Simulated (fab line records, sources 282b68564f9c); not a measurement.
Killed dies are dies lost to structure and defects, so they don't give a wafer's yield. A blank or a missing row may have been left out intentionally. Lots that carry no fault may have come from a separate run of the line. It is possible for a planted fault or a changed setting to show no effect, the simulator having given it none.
fab line records -- flow rit_cmos
record lots=6, wafers=18, last_day=7
route steps=202 shown SPACER@127 NSD@131
lots that met no fault: taken from a fault-free run of the same line
start_h: the number of hours between the record's first day and the start of the first shown wafer of the lot -- wait_h: how many hours have passed since the lot's step before this one -- " as in the row above -- L1.1+2: several wafers, shown together as one row -- - no value present, or no start provided -- * or withheld: withheld -- < > ~ a bound
route shown NAME@n: NAME is a module with steps in the file, n the number in the route of the first one -- usual: mean/standard deviation taken from wafers without a fault -- same: alike in all rows -- chamber/n: place in a boat -- sites: per-site readings -- _std_site: how widely they spread, as a standard deviation -- _edge_site: the outer-site mean with the inner-site mean subtracted -- radius_mm: for every site, how far away it sits from the centre of the wafer -- mask NAME#n: copy n -- behind: the most recent tool/chamber to have shaped the wafer -- hold: the reason the lot was held/the length of the hold in hours/how it ended -- device: whichever transistor did not switch (one of n, p or np) -- end of line: the route-end tests of the same wafers -- step lacking rows: just its recipe -- killed: at the first sort, the dies lost to defects and structure; wafer yield is something else -- map: per-die view of a wafer (x killed, . not killed, _ where there is no die)
set.NAME: the setting the step ran with; set.NAME@STEP: the setting that earlier step ran with -- model.NAME: the simulator's own value behind a step, which no gauge read
certain route steps with their lots: each step a table, each wafer a row
services: when a tool's chamber went out of use (start_h, in hours from the record's first day, below 0 if earlier), for how many hours, and the reason
## steps
# step RIT_SPACER_CLEAN_02
# recipe chemistry=SC2, mix=3:3:50, time_s=600, temp_c=75, dry=n2_spin
# step RIT_SPACER_CVD_03
# recipe material=Si3N4, target_thk_nm=250, temp_c=810, precursor=SiH2Cl2/NH3, time_s=3300, pressure_mtorr=300, sih2cl2_flow_sccm=60, nh3_flow_sccm=150
# step RIT_SPACER_THK_MEAS_04
# recipe reads=Si3N4_of_SPACER_CVD_03
# usual SPACER_NITRIDE_THK=252.1/2.8
lot.wafer,tool,chamber,start_h,wait_h,SPACER_NITRIDE_THK[nm]
L439.2,film_metro-01,-,56.46,0.0,252.3
L439.4,film_metro-01,-,56.46,0.0,252.8
L439.6,film_metro-01,-,56.46,0.0,250.3
L440.2,film_metro-02,-,66.56,0.0,254.1
L440.3,film_metro-02,-,66.56,0.0,254.5
L440.6,film_metro-02,-,66.56,0.0,252.7
L446.1,film_metro-03,-,96.22,0.0,252.4
L446.3,film_metro-03,-,96.22,0.0,254.7
L446.6,film_metro-03,-,96.22,0.0,252.1
L449.1,film_metro-03,-,106.63,0.0,249.7
L449.2,film_metro-03,-,106.63,0.0,249.0
L449.4,film_metro-03,-,106.63,0.0,249.0
L451.1,film_metro-02,-,115.85,0.0,253.1
L451.2,film_metro-02,-,115.85,0.0,254.7
L451.3,film_metro-02,-,115.85,0.0,252.3
L458.1,film_metro-01,-,150.53,0.0,252.6
L458.4,film_metro-01,-,150.53,0.0,252.3
L458.5,film_metro-01,-,150.53,0.0,253.2
# step RIT_SPACER_ETCHBACK_05
# recipe target_depth_a=2500, SF6_flow_sccm=30, CHF3_flow_sccm=30, target=Si3N4, chemistry=SF6/CHF3, pressure_mtorr=40, rf_w=250, time_s=240, stop_on=SiO2
# usual SF6_flow_sccm=29.99/0.085, drypump_motor_current_A=5.9/0.41, oes_product_au=0.850/0.012, rf_fwd_power_W=249.3/0.71, throttle_valve_pct=10.31/0.12
# same time_s=240
lot.wafer,tool,chamber,start_h,wait_h,SF6_flow_sccm,drypump_motor_current_A,oes_product_au,rf_fwd_power_W,rf_hours_counter_h,throttle_valve_pct
L439.2,rie_diel-01,1,56.51,0.0,30.00,5.6,0.865,248.6,2,10.55
L439.4,rie_diel-01,0,56.51,0.0,30.01,5.6,0.869,249.4,163,10.27
L439.6,rie_diel-01,1,56.51,0.0,30.04,5.6,0.856,249.3,-,10.54
L440.2,rie_diel-02,3,66.61,0.0,30.07,5.8,0.860,251.4,64,10.45
L440.3,rie_diel-02,1,66.61,0.0,29.95,6.1,0.832,248.9,123,10.34
L440.6,rie_diel-02,2,66.61,0.0,30.00,5.7,0.851,249.8,-,10.18
L446.1,rie_diel-02,0,96.28,0.1,30.09,6.5,0.838,249.1,150,10.24
L446.3,rie_diel-02,1,96.28,0.1,29.97,6.1,0.833,249.3,123,10.34
L446.6,rie_diel-02,3,96.28,0.1,30.06,5.8,0.854,249.5,-,10.45
L449.1,rie_diel-02,1,106.69,0.1,29.93,6.1,0.825,249.0,124,10.31
L449.2,rie_diel-02,0,106.69,0.1,30.20,6.6,0.826,247.3,151,10.24
L449.4,rie_diel-02,0,106.69,0.1,30.17,6.6,0.819,248.0,-,10.23
L451.1,rie_diel-04,1,115.91,0.1,30.10,5.6,0.843,250.1,41,10.22
L451.2,rie_diel-04,2,115.91,0.1,29.94,5.4,0.853,248.3,1,10.13
L451.3,rie_diel-04,3,115.91,0.1,30.05,5.8,0.846,249.1,70,10.41
L458.1,rie_diel-01,1,150.59,0.1,29.95,5.6,0.871,249.2,4,10.54
L458.4,rie_diel-01,3,150.59,0.1,30.19,5.3,0.855,249.4,138,10.22
L458.5,rie_diel-01,3,150.59,0.1,30.20,5.2,0.858,249.0,-,10.24
# step RIT_NSD_HMDS_00
# recipe prime_time_s=60, prime_temp_c=140
# step RIT_NSD_COAT_01
# recipe resist=NOVOLAK, spin_rpm=3250, resist_thk_nm=1000
# step RIT_NSD_SOFTBAKE_02
# recipe resist=NOVOLAK, temp_c=90, time_s=60
# step RIT_NSD_EXPOSE_03
# recipe mask_id=M9, na=0.57, target_cd_nm=40700, dose_mj=250
# step RIT_NSD_PEB_04
# recipe resist=NOVOLAK, temp_c=withheld, time_s=withheld
# step RIT_NSD_DEVELOP_05
# recipe resist=NOVOLAK, develop_time_s=50, dev_temp_c=23
# step RIT_NSD_OVL_MEAS_06
# usual NSD_OVL=0.7/1.5
lot.wafer,tool,chamber,start_h,wait_h,NSD_OVL[nm]
L439.2,overlay-01,-,57.52,-,4.0
L439.4,overlay-01,-,57.52,-,2.3
L439.6,overlay-01,-,57.52,-,1.2
L440.2,overlay-02,-,67.74,-,-0.3
L440.3,overlay-02,-,67.74,-,1.4
L440.6,overlay-02,-,67.74,-,0.8
L446.1,overlay-02,-,97.41,-,-0.1
L446.3,overlay-02,-,97.41,-,-0.7
L446.6,overlay-02,-,97.41,-,0.8
L449.1,overlay-01,-,107.82,-,1.4
L449.2,overlay-01,-,107.82,-,1.0
L449.4,overlay-01,-,107.82,-,0.0
L451.1,overlay-02,-,116.91,-,1.4
L451.2,overlay-02,-,116.91,-,1.5
L451.3,overlay-02,-,116.91,-,-0.7
L458.1,overlay-02,-,151.59,-,-1.0
L458.4,overlay-02,-,151.59,-,1.8
L458.5,overlay-02,-,151.59,-,0.3
# step RIT_NSD_HARDBAKE_07
# recipe resist=NOVOLAK, temp_c=140, time_s=60
# step RIT_NSD_IMPLANT_08
# recipe species=P, energy_kev=25, dose_cm2=1e+15, tilt_deg=7
# usual beam_energy_keV=24.997/0.0075
lot.wafer,tool,chamber,start_h,wait_h,beam_energy_keV,model.implant.drp_nm
L439.2,implanter-04,0,57.72,0.1,25.005,14.84
L439.4,implanter-04,0,57.72,0.1,25.004,14.84
L439.6,implanter-04,0,57.72,0.1,25.011,14.84
L440.2,implanter-03,0,67.95,0.1,24.996,14.84
L440.3,implanter-03,0,67.95,0.1,24.991,14.84
L440.6,implanter-03,0,67.95,0.1,25.006,14.84
L446.1,implanter-04,0,97.59,0.1,24.140,14.53
L446.3,implanter-04,0,97.59,0.1,24.144,14.53
L446.6,implanter-04,0,97.59,0.1,24.147,14.53
L449.1,implanter-04,0,108.00,0.1,24.145,14.53
L449.2,implanter-04,0,108.00,0.1,24.151,14.53
L449.4,implanter-04,0,108.00,0.1,24.152,14.53
L451.1,implanter-02,0,117.10,0.1,24.999,14.84
L451.2,implanter-02,0,117.10,0.1,24.990,14.84
L451.3,implanter-02,0,117.10,0.1,25.000,14.84
L458.1,implanter-03,0,151.78,0.1,25.006,14.84
L458.4,implanter-03,0,151.78,0.1,25.007,14.84
L458.5,implanter-03,0,151.78,0.1,25.008,14.84
# step RIT_NSD_STRIP_09
# recipe chemistry=O2, time_s=180, resist=NOVOLAK, platen_temp_c=withheld, power_w=500, pressure_mtorr=4000, o2_flow_sccm=4000
# usual drypump_motor_current_A=5.96/0.22
# same time_s=180
lot.wafer,tool,chamber,start_h,wait_h,drypump_motor_current_A,rf_hours_counter_h
L439.2,plasma_asher-02,1,57.85,0.1,5.88,41
L439.4,plasma_asher-02,0,57.85,0.1,5.69,-
L439.6,plasma_asher-02,0,57.85,0.1,5.68,-
L440.2,plasma_asher-04,0,68.07,0.1,6.18,26
L440.3,plasma_asher-04,1,68.07,0.1,6.16,-
L440.6,plasma_asher-04,1,68.07,0.1,6.19,-
L446.1,plasma_asher-02,1,97.74,0.1,5.87,45
L446.3,plasma_asher-02,1,97.74,0.1,5.85,-
L446.6,plasma_asher-02,1,97.74,0.1,5.87,-
L449.1,plasma_asher-02,1,108.15,0.1,5.86,47
L449.2,plasma_asher-02,0,108.15,0.1,5.65,47
L449.4,plasma_asher-02,0,108.15,0.1,5.64,-
L451.1,plasma_asher-04,0,117.25,0.1,6.20,32
L451.2,plasma_asher-04,1,117.25,0.1,6.16,32
L451.3,plasma_asher-04,1,117.25,0.1,6.19,-
L458.1,plasma_asher-02,0,151.93,0.1,5.68,4
L458.4,plasma_asher-02,1,151.93,0.1,5.88,-
L458.5,plasma_asher-02,1,151.93,0.1,5.89,-
## services
tool,chamber,start_h,hours,kind
implanter-03,-,38.57,3.5,repair
rie_diel-04,2,40.29,-,clean
rie_diel-04,2,40.29,16.3,scheduled_down
rie_diel-04,2,40.29,16.3,vent_cycle
rie_diel-02,3,55.19,4.0,repair
implanter-03,-,62.72,1.9,repair
implanter-02,-,74.22,1.7,repair
rie_diel-01,0,81.73,-,clean
rie_diel-01,0,81.73,23.5,scheduled_down
rie_diel-01,0,81.73,23.5,vent_cycle
rie_diel-04,1,92.24,16.2,repair
rie_diel-02,2,97.89,-,clean
rie_diel-02,2,97.89,17.9,scheduled_down
rie_diel-02,2,97.89,17.9,vent_cycle
plasma_asher-04,-,105.75,0.9,repair
plasma_asher-02,-,108.75,9.0,pm
plasma_asher-02,0,108.75,9.0,vent_cycle
plasma_asher-02,1,108.75,9.0,vent_cycle
plasma_asher-02,0,117.75,-,clean
plasma_asher-02,1,117.75,-,clean
rie_diel-02,2,137.07,15.0,repair
rie_diel-01,-,140.59,1.0,repair
implanter-02,-,141.48,14.1,pm
## key
first_sign step=RIT_NSD_IMPLANT_08, reading=beam_energy_keV, direction=down, sigmas=99+, usual=24.997, struck=24.146
effect none on later readings
model_effect step=RIT_NSD_IMPLANT_08, value=implant.drp_nm, without=14.84, struck=14.53
met_at RIT_NSD_IMPLANT_08
struck_wafers L446.1,L446.3,L446.6,L449.1,L449.2,L449.4
tester_left_out L446,L449
onset_between 57.72 97.59
fault kind=process_parameter_drift, tool=implanter-04, chamber=-, onset_h=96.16, steps=RIT_NSD_IMPLANT_08, channel=energy_kev, offset=-0.8528, shape=step, end_h=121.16, acts_in=these_recipes_only, stated=25
# tester_left_out: of these lots the tester's yield and bins aren't shown, on N5 and GAA mostly nor the transistor test; their killed dies are dies lost to structure and defects alone, not to doping, threshold or leakage, so they don't give the yield
